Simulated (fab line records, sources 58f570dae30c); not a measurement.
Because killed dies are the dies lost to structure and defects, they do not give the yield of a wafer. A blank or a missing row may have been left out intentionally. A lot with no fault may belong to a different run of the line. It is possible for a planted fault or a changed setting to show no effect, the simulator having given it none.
fab line records    flow berkeleyCmos170
record lots=14  wafers=42  lastDay=13
route steps=331 shown START@3 ZERO@13 PSD@206 M2@278
lots that met no fault: taken from a fault-free run of the same line
startH: hours from the record's first day to the start of the lot's first wafer shown    waitH: how many hours have passed since the lot's step before this one    " same as the row above    L1.1+2: a single row standing in for several wafers    - no value present, or no start provided    * or withheld: withheld    < > ~ a bound
route shown NAME@n: a module of which the file shows steps, and the number in the route of the first    usual: mean/standard deviation taken from wafers without a fault    same: alike in all rows    chamber/n: place in a boat    sites: the reading at each site    _std_site: the standard deviation of these    _edge_site: mean of outer sites minus mean of inner sites    radiusMm: how far each site lies from the wafer's centre    mask NAME#n: copy n    behind: tool/chamber where the wafer was last shaped    hold: what put the lot on hold/how long, in hours/how the hold closed    device: whichever transistor did not switch (one of n, p or np)    end of line: tests run on the same wafers once the route is complete    a step with no rows: only its recipe    killed: count of dies lost to structure and defects at first sort (not the wafer's yield)    map: dies across one wafer; x = killed, . = not, _ = none there
set.NAME: the setting as run; set.NAME@STEP: as run at that earlier step    model.NAME: the simulator's own value behind a step, which no gauge read
route steps across a sampled set of lots; one table per step, one row per wafer
services: the hour from which a tool's chamber was out of use, counted from the record's first day as startH (under 0 if before that day), plus the number of hours and why
## steps
# step UCB170_START_OXIDATION_02
# recipe tempC=950  ambient=O2  targetThkA=200  oxTimeS=1800
lot.wafer   tool        chamber  startH  waitH
L608.1+2+6  furnace-04  0        14.90   4.8
L609.1+2+3  furnace-02  0        20.52   5.4
L610.4+5+6  furnace-04  0        25.15   3.4
L611.1+2+3  furnace-04  0        25.15   0.0
L612.1+2+6  furnace-04  0        36.10   6.0
L613.2+4+5  furnace-04  0        36.10   1.0
L617.3+4+5  furnace-04  0        58.96   3.8
L618.2+4+6  furnace-04  0        64.46   4.3
L622.1+3+6  furnace-01  0        83.39   3.2
L625.1+2+5  furnace-01  0        98.98   3.8
L627.1+4+5  furnace-01  0        107.51  2.3
L629.1+3+5  furnace-01  0        119.43  4.3
L630.2+3+4  furnace-01  0        125.01  4.9
L631.3+4+6  furnace-02  0        129.39  4.2
# step UCB170_START_THK_MEAS_03
# recipe reads=SiO2_of_START_OXIDATION_02
# usual START_OXIDE_THK=20.0/0.38
lot.wafer  tool          chamber  startH  waitH  hold                     START_OXIDE_THK[nm]
L608.1     filmMetro-01  -        16.40   0.0    -                        19.8
L608.2     "             -        "       "      -                        19.9
L608.6     "             -        "       "      -                        19.7
L609.1     filmMetro-03  -        22.02   0.0    -                        19.7
L609.2     "             -        "       "      -                        19.6
L609.3     "             -        "       "      -                        20.0
L611.1     filmMetro-01  -        26.65   0.0    -                        19.9
L611.2     "             -        "       "      -                        20.3
L611.3     "             -        "       "      -                        19.8
L610.4     filmMetro-02  -        26.68   0.0    -                        20.2
L610.5     "             -        "       "      -                        20.5
L610.6     "             -        "       "      -                        20.2
L612.1     filmMetro-03  -        37.60   0.0    -                        20.3
L612.2     "             -        "       "      -                        20.5
L612.6     "             -        "       "      -                        20.6
L613.2     filmMetro-02  -        37.61   0.0    -                        20.0
L613.4     "             -        "       "      -                        20.4
L613.5     "             -        "       "      -                        20.0
L617.3     filmMetro-01  -        60.48   0.0    awaitDispo/0.2h/release  22.8
L617.4     "             -        "       "      awaitDispo/0.2h/release  22.9
L617.5     "             -        "       "      awaitDispo/0.2h/release  22.7
L617.3     filmMetro-01  -        60.71   0.2    -                        22.8
L617.4     "             -        "       "      -                        22.8
L617.5     "             -        "       "      -                        22.7
L618.2     filmMetro-03  -        65.97   0.0    awaitDispo/0.2h/release  22.9
L618.4     "             -        "       "      awaitDispo/0.2h/release  22.7
L618.6     "             -        "       "      awaitDispo/0.2h/release  22.5
L618.2     filmMetro-03  -        66.20   0.2    -                        22.9
L618.4     "             -        "       "      -                        22.6
L618.6     "             -        "       "      -                        22.4
L622.1     filmMetro-02  -        84.89   0.0    -                        19.9
L622.3     "             -        "       "      -                        20.4
L622.6     "             -        "       "      -                        19.9
L625.1     filmMetro-01  -        100.48  0.0    -                        20.4
L625.2     "             -        "       "      -                        20.5
L625.5     "             -        "       "      -                        20.5
L627.1     filmMetro-03  -        109.01  0.0    -                        19.9
L627.4     "             -        "       "      -                        20.4
L627.5     "             -        "       "      -                        20.2
L629.1     filmMetro-03  -        120.93  0.0    -                        20.4
L629.3     "             -        "       "      -                        20.1
L629.5     "             -        "       "      -                        20.5
L630.2     filmMetro-03  -        126.52  0.0    -                        20.1
L630.3     "             -        "       "      -                        20.1
L630.4     "             -        "       "      -                        20.3
L631.3     filmMetro-02  -        130.91  0.0    -                        19.0
L631.4     "             -        "       "      -                        18.9
L631.6     "             -        "       "      -                        19.0
# step UCB170_ZERO_STRIP_07
# recipe chemistry=O2  powerW=400  pressureMtorr=3500  platenTempC=withheld  o2FlowSccm=400  overashFraction=0.5
# usual drypumpMotorCurrentA=5.6/0.33  oesProductAu=0.727/0.0044  stripTimeToEndpointS=21.49/0.066
# same overashFraction=0.5
lot.wafer  tool            chamber  startH  waitH  drypumpMotorCurrentA  oesProductAu  rfHoursCounterH  stripTimeToEndpointS
L608.1     plasmaAsher-01  0        23.42   0.0    5.7                   0.734         20               21.55
L608.2     "               1        "       "      5.2                   0.725         20               21.49
L608.6     "               0        "       "      5.7                   0.722         -                21.51
L609.1     plasmaAsher-03  1        28.94   0.0    6.2                   0.727         31               21.35
L609.2     "               0        "       "      5.9                   0.725         31               21.45
L609.3     "               1        "       "      6.2                   0.726         -                21.49
L611.1     plasmaAsher-01  1        33.27   0.0    5.2                   0.738         21               21.51
L611.2     "               0        "       "      5.6                   0.732         21               21.61
L611.3     "               0        "       "      5.6                   0.727         -                21.58
L610.4     plasmaAsher-03  1        33.71   0.0    6.2                   0.721         -                21.47
L610.5     "               1        "       "      6.2                   0.723         -                21.52
L610.6     "               0        "       "      5.9                   0.731         -                21.48
L613.2     plasmaAsher-01  0        46.18   0.0    5.7                   0.722         22               21.55
L613.4     "               0        "       "      5.7                   0.729         -                21.57
L613.5     "               0        "       "      5.7                   0.726         -                21.63
L612.1     plasmaAsher-04  0        46.42   0.0    5.4                   0.725         28               21.47
L612.2     "               1        "       "      5.3                   0.732         28               21.48
L612.6     "               1        "       "      5.3                   0.731         -                21.43
L617.3     plasmaAsher-04  0        69.26   0.0    5.4                   0.724         -                21.46
L617.4     "               1        "       "      5.3                   0.725         -                21.42
L617.5     "               0        "       "      5.4                   0.734         -                21.41
L618.2     plasmaAsher-01  1        75.38   0.0    5.2                   0.724         26               21.55
L618.4     "               0        "       "      5.7                   0.728         -                21.60
L618.6     "               1        "       "      5.2                   0.719         -                21.56
L622.1     plasmaAsher-03  1        89.09   0.0    6.2                   0.723         38               21.48
L622.3     "               0        "       "      5.8                   0.727         -                21.48
L622.6     "               0        "       "      5.8                   0.735         -                21.49
L625.1     plasmaAsher-03  0        106.20  0.0    5.8                   0.723         39               21.43
L625.2     "               1        "       "      6.1                   0.726         39               21.42
L625.5     "               1        "       "      6.1                   0.719         -                21.42
L627.1     plasmaAsher-01  1        115.15  0.0    5.2                   0.734         31               21.47
L627.4     "               0        "       "      5.7                   0.733         -                21.50
L627.5     "               1        "       "      5.2                   0.720         -                21.54
L629.1     plasmaAsher-01  0        128.25  0.0    5.7                   0.727         33               21.42
L629.3     "               0        "       "      5.7                   0.723         -                21.50
L629.5     "               0        "       "      5.7                   0.728         -                21.48
L630.2     plasmaAsher-04  0        134.32  0.0    5.4                   0.729         39               21.61
L630.3     "               0        "       "      5.4                   0.731         -                21.66
L630.4     "               1        "       "      5.3                   0.723         -                21.54
L631.3     plasmaAsher-03  1        134.63  0.0    6.2                   0.723         -                21.39
L631.4     "               0        "       "      5.9                   0.728         -                21.42
L631.6     "               1        "       "      6.1                   0.733         -                21.37
# step UCB170_SDANNEAL_RS_MEAS_02
# recipe thkMeasGauge=four-point-probe
# usual PSD_RS=75.52/0.29
lot.wafer  tool          chamber  startH  waitH  PSD_RS[ohm/sq]
L608.1     filmMetro-02  -        159.54  0.0    75.48
L608.2     "             -        "       "      75.63
L608.6     "             -        "       "      75.72
L611.1     filmMetro-03  -        173.90  0.0    75.90
L611.2     "             -        "       "      75.87
L611.3     "             -        "       "      75.92
L609.1     filmMetro-03  -        174.38  0.1    75.81
L609.2     "             -        "       "      75.57
L609.3     "             -        "       "      75.59
L610.4     filmMetro-01  -        174.66  0.1    75.76
L610.5     "             -        "       "      75.89
L610.6     "             -        "       "      75.93
L612.1     filmMetro-03  -        187.91  0.0    75.75
L612.2     "             -        "       "      75.85
L612.6     "             -        "       "      75.93
L613.2     filmMetro-02  -        188.23  0.1    75.40
L613.4     "             -        "       "      75.35
L613.5     "             -        "       "      75.44
L617.3     filmMetro-03  -        214.49  0.1    75.45
L617.4     "             -        "       "      75.12
L617.5     "             -        "       "      75.60
L618.2     filmMetro-01  -        214.94  0.1    75.77
L618.4     "             -        "       "      75.94
L618.6     "             -        "       "      75.88
L622.1     filmMetro-01  -        244.00  0.0    75.62
L622.3     "             -        "       "      75.25
L622.6     "             -        "       "      75.32
L625.1     filmMetro-03  -        259.71  0.1    75.07
L625.2     "             -        "       "      75.63
L625.5     "             -        "       "      75.40
L627.1     filmMetro-02  -        266.74  0.0    74.84
L627.4     "             -        "       "      75.08
L627.5     "             -        "       "      75.47
L631.3     filmMetro-01  -        293.29  0.1    75.30
L631.4     "             -        "       "      75.28
L631.6     "             -        "       "      75.21
L629.1     filmMetro-03  -        293.43  0.0    75.75
L629.3     "             -        "       "      75.49
L629.5     "             -        "       "      75.35
L630.2     filmMetro-01  -        293.98  0.1    75.24
L630.3     "             -        "       "      75.40
L630.4     "             -        "       "      75.07
# step UCB170_M2_STRIP_07
# recipe chemistry=O2  powerW=400  pressureMtorr=3500  platenTempC=withheld  o2FlowSccm=400  overashFraction=0.5
# usual drypumpMotorCurrentA=5.6/0.32  oesProductAu=0.735/0.0047  stripTimeToEndpointS=21.97/0.062
# same overashFraction=0.5
lot.wafer  tool            chamber  startH  waitH  drypumpMotorCurrentA  oesProductAu  rfHoursCounterH  stripTimeToEndpointS
L608.1     plasmaAsher-04  1        174.81  0.1    5.3                   0.735         43               21.99
L608.2     "               0        "       "      5.4                   0.735         43               21.94
L608.6     "               1        "       "      5.3                   0.738         -                21.93
L611.1     plasmaAsher-04  0        187.10  0.1    5.4                   0.736         44               21.95
L611.2     "               1        "       "      5.4                   0.735         44               21.90
L611.3     "               1        "       "      5.3                   0.735         -                21.90
L609.1     plasmaAsher-01  0        190.06  0.1    5.7                   0.738         39               21.99
L609.2     "               1        "       "      5.2                   0.732         39               21.93
L609.3     "               0        "       "      5.7                   0.732         -                21.88
L610.4     plasmaAsher-04  0        190.34  0.1    5.4                   0.742         -                22.02
L610.5     "               0        "       "      5.4                   0.729         -                22.00
L610.6     "               1        "       "      5.3                   0.730         -                22.06
L612.1     plasmaAsher-03  0        199.82  0.1    5.8                   0.733         9                22.02
L612.2     "               1        "       "      6.2                   0.733         9                21.98
L612.6     "               1        "       "      6.2                   0.742         -                22.01
L613.2     plasmaAsher-04  0        200.92  0.1    5.4                   0.734         46               22.02
L613.4     "               1        "       "      5.3                   0.735         -                22.00
L613.5     "               0        "       "      5.4                   0.730         -                21.99
L618.2     plasmaAsher-04  0        231.03  0.1    5.4                   0.733         49               21.92
L618.4     "               1        "       "      5.3                   0.730         -                21.95
L618.6     "               1        "       "      5.3                   0.738         -                21.95
L617.3     plasmaAsher-03  1        231.49  0.1    6.2                   0.742         -                21.99
L617.4     "               0        "       "      5.9                   0.736         -                22.02
L617.5     "               1        "       "      6.2                   0.736         -                22.04
L622.1     plasmaAsher-01  1        256.17  0.1    5.2                   0.733         46               21.89
L622.3     "               1        "       "      5.2                   0.732         -                21.86
L622.6     "               1        "       "      5.2                   0.744         -                21.93
L625.1     plasmaAsher-01  1        275.10  0.1    5.2                   0.729         48               21.98
L625.2     "               0        "       "      5.6                   0.734         48               21.96
L625.5     "               1        "       "      5.2                   0.747         -                21.99
L627.1     plasmaAsher-04  0        282.31  0.1    5.4                   0.740         54               22.21
L627.4     "               0        "       "      5.4                   0.735         -                22.07
L627.5     "               1        "       "      5.3                   0.726         -                22.04
L631.3     plasmaAsher-03  0        307.56  0.1    5.8                   0.734         -                21.94
L631.4     "               1        "       "      6.2                   0.731         -                21.87
L631.6     "               1        "       "      6.2                   0.732         -                21.93
L629.1     plasmaAsher-04  0        309.20  0.1    5.4                   0.731         56               21.89
L629.3     "               0        "       "      5.4                   0.737         -                21.99
L629.5     "               1        "       "      5.4                   0.735         -                21.92
L630.2     plasmaAsher-03  1        310.09  0.1    6.2                   0.733         20               22.04
L630.3     "               0        "       "      5.8                   0.734         -                22.05
L630.4     "               1        "       "      6.2                   0.743         -                22.12
## services
tool            chamber  startH  hours  kind
furnace-01      -        3.15    2.2    repair
furnace-01      -        6.68    3.6    pm
plasmaAsher-03  -        15.71   12.1   repair
plasmaAsher-04  -        28.49   0.8    repair
furnace-04      -        67.31   5.6    pm
plasmaAsher-03  -        92.30   6.0    repair
plasmaAsher-03  -        96.48   5.0    repair
plasmaAsher-03  -        108.75  9.0    pm
plasmaAsher-03  0        108.75  9.0    ventCycle
plasmaAsher-03  1        108.75  9.0    ventCycle
plasmaAsher-03  -        110.58  4.2    repair
plasmaAsher-03  0        117.75  -      clean
plasmaAsher-03  1        117.75  -      clean
plasmaAsher-03  -        120.34  3.6    repair
furnace-01      -        173.84  3.0    pm
furnace-01      -        176.86  2.8    pm
furnace-02      -        214.69  3.0    pm
furnace-04      -        229.09  3.1    pm
furnace-01      -        243.37  6.5    repair
plasmaAsher-04  -        257.70  1.3    repair
## key
firstSign step=UCB170_START_THK_MEAS_03  reading=visit  direction=added
effect step=UCB170_START_THK_MEAS_03  reading=START_OXIDE_THK  direction=up  sigmas=7.1  usual=20.0  struck=22.8
metAt UCB170_START_OXIDATION_02
struckLots L617,L618
sortLeftOut L617.3,L617.4,L617.5
testerLeftOut L617,L618
notActingAt UCB170_ZERO_STRIP_07,UCB170_SDANNEAL_RS_MEAS_02,UCB170_M2_STRIP_07
onsetBetween 36.10 58.96
fault kind=processParameterDrift  tool=furnace-04  chamber=-  onsetH=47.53  steps=UCB170_START_OXIDATION_02  channel=oxTimeS  offset=*  shape=step  endH=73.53  actsIn=*  stated=*
# testerLeftOut: of these lots the tester's yield and bins aren't shown, on N5 and GAA mostly nor the transistor test; their killed dies are dies lost to structure and defects alone, not to doping, threshold or leakage, so they don't give the yield
# sortLeftOut: the simulated sort isn't trusted on such a fault, so these wafers' sort isn't shown, and their yield isn't known
